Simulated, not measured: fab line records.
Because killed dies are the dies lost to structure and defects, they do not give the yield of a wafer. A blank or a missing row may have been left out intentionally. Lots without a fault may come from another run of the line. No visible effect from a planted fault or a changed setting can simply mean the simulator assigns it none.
Which of the tools did it? :: flow berkeley_cmos170 :: 13 lots with 39 wafers sampled at 4 steps, on a route of 331 steps

WHAT THE GAUGES READ, wafer by wafer
UCB170_NVT_OVL_MEAS_06. Usual: NVT_OVL typically reads 1 nm, with standard deviation 4.8.
lot: L778
measured: day 6 11:55
on: overlay-01
NVT_OVL (nm): 2 -1 4
flag: 

lot: L779
measured: day 6 11:58
on: overlay-02
NVT_OVL (nm): 4 11 -1
flag: 

lot: L780
measured: day 6 12:05
on: overlay-01
NVT_OVL (nm): -3 1 -2
flag: 

lot: L777
measured: day 6 12:19
on: overlay-02
NVT_OVL (nm): 7 10 2
flag: 

lot: L784
measured: day 7 07:22
on: overlay-02
NVT_OVL (nm): - - -
flag: OFF

lot: L781
measured: day 7 07:40
on: overlay-02
NVT_OVL (nm): -6 -1 -3
flag: 

lot: L783
measured: day 7 07:56
on: overlay-02
NVT_OVL (nm): 5 2 5
flag: 

lot: L789
measured: day 8 23:29
on: overlay-01
NVT_OVL (nm): 7 3 11
flag: 

lot: L792
measured: day 8 23:44
on: overlay-01
NVT_OVL (nm): 5 4 4
flag: 

lot: L795
measured: day 9 17:26
on: overlay-01
NVT_OVL (nm): 2 6 -3
flag: 

lot: L794
measured: day 9 17:43
on: overlay-01
NVT_OVL (nm): -3 -12 -4
flag: 

lot: L796
measured: day 10 07:03
on: overlay-01
NVT_OVL (nm): -3 0 -2
flag: 

lot: L797
measured: day 10 13:52
on: overlay-01
NVT_OVL (nm): -2 5 4
flag: 

UCB170_NVT_TW_MEAS_09. Usual: NVT_TW typically reads 525.8, with standard deviation 2.6.
lot: L778
measured: day 6 12:11
on: film_metro-01
NVT_TW: 526.5 525.3 526.2
flag: 

lot: L779
measured: day 6 12:15
on: film_metro-01
NVT_TW: 524.1 524.1 527.1
flag: 

lot: L780
measured: day 6 12:22
on: film_metro-01
NVT_TW: 523.1 523.9 522.8
flag: 

lot: L777
measured: day 6 12:36
on: film_metro-01
NVT_TW: 524.5 524.1 527.4
flag: 

lot: L784
measured: day 7 07:40
on: film_metro-01
NVT_TW: 30.0 30.0 29.9
flag: OFF

lot: L781
measured: day 7 07:57
on: film_metro-01
NVT_TW: 524.9 525.9 527.3
flag: 

lot: L783
measured: day 7 08:13
on: film_metro-03
NVT_TW: 517.9 520.8 521.7
flag: 

lot: L789
measured: day 8 23:47
on: film_metro-02
NVT_TW: 524.2 526.8 526.7
flag: 

lot: L792
measured: day 9 00:01
on: film_metro-02
NVT_TW: 531.3 528.9 527.4
flag: 

lot: L795
measured: day 9 17:44
on: film_metro-01
NVT_TW: 524.5 527.3 527.4
flag: 

lot: L794
measured: day 9 18:02
on: film_metro-01
NVT_TW: 526.9 527.6 527.1
flag: 

lot: L796
measured: day 10 07:20
on: film_metro-02
NVT_TW: 528.7 529.5 530.3
flag: 

lot: L797
measured: day 10 14:09
on: film_metro-03
NVT_TW: 530.4 529.1 525.1
flag: 

UCB170_M2_THK_MEAS_03: measures by xrf. Usual: M2_AL_THK typically reads 879 nm, with standard deviation 13.
lot: L778
measured: day 9 02:19
on: film_metro-01
M2_AL_THK (nm): 877 878 888
flag: 

lot: L779
measured: day 9 01:56
on: film_metro-01
M2_AL_THK (nm): 883 897 889
flag: 

lot: L780
measured: day 9 01:19
on: film_metro-02
M2_AL_THK (nm): 891 898 880
flag: 

lot: L777
measured: day 9 02:35
on: film_metro-04
M2_AL_THK (nm): 897 892 888
flag: 

lot: L784
measured: day 9 06:02
on: film_metro-02
M2_AL_THK (nm): 885 881 880
flag: 

lot: L781
measured: day 9 09:19
on: film_metro-01
M2_AL_THK (nm): 858 843 868
flag: 

lot: L783
measured: day 9 05:49
on: film_metro-04
M2_AL_THK (nm): 891 869 868
flag: 

lot: L789
measured: day 11 00:02
on: film_metro-02
M2_AL_THK (nm): 879 875 870
flag: 

lot: L792
measured: day 10 23:20
on: film_metro-02
M2_AL_THK (nm): 866 886 883
flag: 

lot: L795
measured: day 11 14:58
on: film_metro-02
M2_AL_THK (nm): 902 895 891
flag: 

lot: L794
measured: day 11 14:50
on: film_metro-01
M2_AL_THK (nm): 875 898 891
flag: 

lot: L796
measured: day 12 02:05
on: film_metro-02
M2_AL_THK (nm): 872 870 870
flag: 

lot: L797
measured: day 12 11:29
on: film_metro-02
M2_AL_THK (nm): 890 895 883
flag: 

TOOL THAT RAN EACH LOT (tool first, then ch and the chambers of the sampled wafers, then the start)
lot: L778
UCB170_NVT_EXPOSE_03: krf_scanner-01 ch 0, day 6 11:20

lot: L779
UCB170_NVT_EXPOSE_03: krf_scanner-02 ch 0, day 6 11:34

lot: L780
UCB170_NVT_EXPOSE_03: krf_scanner-02 ch 0, day 6 11:41

lot: L777
UCB170_NVT_EXPOSE_03: krf_scanner-01 ch 0, day 6 11:56

lot: L784
UCB170_NVT_EXPOSE_03: krf_scanner-02 ch 0, day 7 06:19

lot: L781
UCB170_NVT_EXPOSE_03: krf_scanner-02 ch 0, day 7 06:28

lot: L783
UCB170_NVT_EXPOSE_03: krf_scanner-02 ch 0, day 7 06:56

lot: L789
UCB170_NVT_EXPOSE_03: krf_scanner-02 ch 0, day 8 23:02

lot: L792
UCB170_NVT_EXPOSE_03: krf_scanner-01 ch 0, day 8 23:20

lot: L795
UCB170_NVT_EXPOSE_03: krf_scanner-01 ch 0, day 9 16:34

lot: L794
UCB170_NVT_EXPOSE_03: krf_scanner-02 ch 0, day 9 17:00

lot: L796
UCB170_NVT_EXPOSE_03: krf_scanner-02 ch 0, day 10 06:40

lot: L797
UCB170_NVT_EXPOSE_03: krf_scanner-02 ch 0, day 10 12:50
- UCB170_NVT_EXPOSE_03: exposes mask PWELL, target cd 3000 nm.

WHAT THE TOOLS THEMSELVES READ (means of the sampled wafers that have a number; where no wafer has one, the mark that the record gives instead)
The record holds no such reading with a usual standard deviation.

THE ANSWER, worked out from the rows above alone
Rule: lot off if the mean of its wafers having a number is beyond 3 standard deviations from the usual mean. Also off: a lot with no number at a reading for which 4 or more lots have one. Any other lot the step has rows for is counted as sound. Order of review: gauges by route order, followed by the tools' own readings, for which a lot's mean as printed above is used. At the first step where some lot is off, the reading lying furthest off is the one used; lots without a number count as furthest.
Off: L784, seen at UCB170_NVT_OVL_MEAS_06 (NVT_OVL). Without a number there: L784.
If a tool, at a process step before that reading, ran all the lots that are off and no sound lot after the first of them, it fits. The gauges at UCB170_NVT_OVL_MEAS_06 aren't tried: what is off there is off at UCB170_NVT_TW_MEAS_09 too, on other tools, and a gauge's error can't cause that. Of those tried, none fits.

WHAT HAD BEEN PUT IN BY THE SIMULATOR
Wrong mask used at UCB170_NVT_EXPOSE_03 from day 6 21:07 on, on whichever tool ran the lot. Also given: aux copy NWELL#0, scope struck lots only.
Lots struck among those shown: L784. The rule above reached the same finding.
